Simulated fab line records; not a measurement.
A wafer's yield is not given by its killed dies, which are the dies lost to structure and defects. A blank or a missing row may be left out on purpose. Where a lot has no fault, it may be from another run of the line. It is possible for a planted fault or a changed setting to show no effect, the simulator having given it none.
Check for tools in common :: flow rit_cmos :: 48 wafers sampled across 14 lots

WHAT PROMPTED THE OPENING
2 of 14 lots carry a flag on the reading NSD_TW at RIT_NSD_TW_MEAS_10. No-fault wafers: 3129, standard deviation 32.
Rule: a lot gets a flag if all its wafers with a number sit over 4 standard deviations from that mean, or if no wafer of it has a number. The rest of the lots are taken to be sound.

lot: L673
measured: day 3 04:38
on: film_metro-04
NSD_TW, wafer by wafer: 3194 3173 3163
flag: 

lot: L674
measured: day 3 07:42
on: film_metro-04
NSD_TW, wafer by wafer: 3181 3173 3171
flag: 

lot: L675
measured: day 3 11:40
on: film_metro-04
NSD_TW, wafer by wafer: 3173 3171 3165
flag: 

lot: L676
measured: day 3 18:10
on: film_metro-01
NSD_TW, wafer by wafer: 3116 3108 3089
flag: 

lot: L678
measured: day 4 02:44
on: film_metro-01
NSD_TW, wafer by wafer: 3104 3094 3099
flag: 

lot: L682
measured: day 4 21:34
on: film_metro-01
NSD_TW, wafer by wafer: 2723 2716 2715 2717 2717 2722
flag: FLAGGED

lot: L683
measured: day 5 05:40
on: film_metro-04
NSD_TW, wafer by wafer: 2751 2741 2744 2743 2759 2759
flag: FLAGGED

lot: L684
measured: day 5 09:28
on: film_metro-02
NSD_TW, wafer by wafer: 3159 3145 3126
flag: 

lot: L685
measured: day 5 12:56
on: film_metro-01
NSD_TW, wafer by wafer: 3088 3085 3097
flag: 

lot: L686
measured: day 5 17:48
on: film_metro-04
NSD_TW, wafer by wafer: 3164 3164 3143
flag: 

lot: L687
measured: day 5 22:41
on: film_metro-02
NSD_TW, wafer by wafer: 3137 3138 3155
flag: 

lot: L689
measured: day 6 09:08
on: film_metro-01
NSD_TW, wafer by wafer: 3089 3097 3101
flag: 

lot: L690
measured: day 6 13:15
on: film_metro-01
NSD_TW, wafer by wafer: 3108 3097 3092
flag: 

lot: L691
measured: day 6 17:41
on: film_metro-01
NSD_TW, wafer by wafer: 3096 3097 3104
flag: 
The numbers of the flagged lots are 2734 on average: -395 against the usual, or -12 standard deviations.

LOT BY LOT: THE TOOL USED
The record holds 1 process step before the reading, out of a route of 202 steps. In each cell: the tool, then ch and the chambers that the sampled wafers went through, then the start.
lot: L673
flag: 
RIT_NSD_IMPLANT_08: implanter-01 ch 0, day 3 04:20

lot: L674
flag: 
RIT_NSD_IMPLANT_08: implanter-04 ch 0, day 3 07:23

lot: L675
flag: 
RIT_NSD_IMPLANT_08: implanter-03 ch 0, day 3 11:20

lot: L676
flag: 
RIT_NSD_IMPLANT_08: implanter-03 ch 0, day 3 17:51

lot: L678
flag: 
RIT_NSD_IMPLANT_08: implanter-04 ch 0, day 4 02:25

lot: L682
flag: FLAGGED
RIT_NSD_IMPLANT_08: implanter-04 ch 0, day 4 21:15

lot: L683
flag: FLAGGED
RIT_NSD_IMPLANT_08: implanter-04 ch 0, day 5 05:20

lot: L684
flag: 
RIT_NSD_IMPLANT_08: implanter-03 ch 0, day 5 09:08

lot: L685
flag: 
RIT_NSD_IMPLANT_08: implanter-01 ch 0, day 5 12:37

lot: L686
flag: 
RIT_NSD_IMPLANT_08: implanter-01 ch 0, day 5 17:23

lot: L687
flag: 
RIT_NSD_IMPLANT_08: implanter-03 ch 0, day 5 22:23

lot: L689
flag: 
RIT_NSD_IMPLANT_08: implanter-03 ch 0, day 6 08:50

lot: L690
flag: 
RIT_NSD_IMPLANT_08: implanter-03 ch 0, day 6 12:55

lot: L691
flag: 
RIT_NSD_IMPLANT_08: implanter-03 ch 0, day 6 17:21
What these steps do:
- RIT_NSD_IMPLANT_08
- RIT_NSD_TW_MEAS_10

FLAGGED OVER TOTAL, TOOL BY TOOL (the gauges that took the reading come last)
step: RIT_NSD_IMPLANT_08
tool: implanter-01
lots run: 3
flagged: 0
share of the flagged lots: none
sound lots run after its first flagged lot: -

step: RIT_NSD_IMPLANT_08
tool: implanter-03
lots run: 7
flagged: 0
share of the flagged lots: none
sound lots run after its first flagged lot: -

step: RIT_NSD_IMPLANT_08
tool: implanter-04
lots run: 4
flagged: 2
share of the flagged lots: all
sound lots run after its first flagged lot: 0

step: RIT_NSD_TW_MEAS_10
tool: film_metro-01
lots run: 7
flagged: 1
share of the flagged lots: some
sound lots run after its first flagged lot: 4 (L685,L689,L690,L691)

step: RIT_NSD_TW_MEAS_10
tool: film_metro-02
lots run: 2
flagged: 0
share of the flagged lots: none
sound lots run after its first flagged lot: -

step: RIT_NSD_TW_MEAS_10
tool: film_metro-04
lots run: 5
flagged: 1
share of the flagged lots: some
sound lots run after its first flagged lot: 1 (L686)

WHAT THE TABLE PERMITS
All flagged lots share 1 row of the table, namely implanter-04 at RIT_NSD_IMPLANT_08.
- implanter-04 at RIT_NSD_IMPLANT_08: 2 of its 4 lots flagged. A fault beginning between L678 (day 4 02:25), its last sound lot, and L682 (day 4 21:15), its first flagged one, fits the data. Its own readings (dose_ions_cm2, faraday_current_uA) fall more than 4 standard deviations out on all wafers of the flagged lots.
What remains is a single tool, implanter-04 at RIT_NSD_IMPLANT_08.

WHAT THE SIMULATOR PUT IN
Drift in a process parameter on implanter-04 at RIT_NSD_IMPLANT_08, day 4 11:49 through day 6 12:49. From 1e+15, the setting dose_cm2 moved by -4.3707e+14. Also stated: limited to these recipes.
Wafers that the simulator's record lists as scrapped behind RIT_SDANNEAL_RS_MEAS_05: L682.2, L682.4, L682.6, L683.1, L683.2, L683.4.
Struck lots among those shown: L682, L683. The same result came from the rule above.
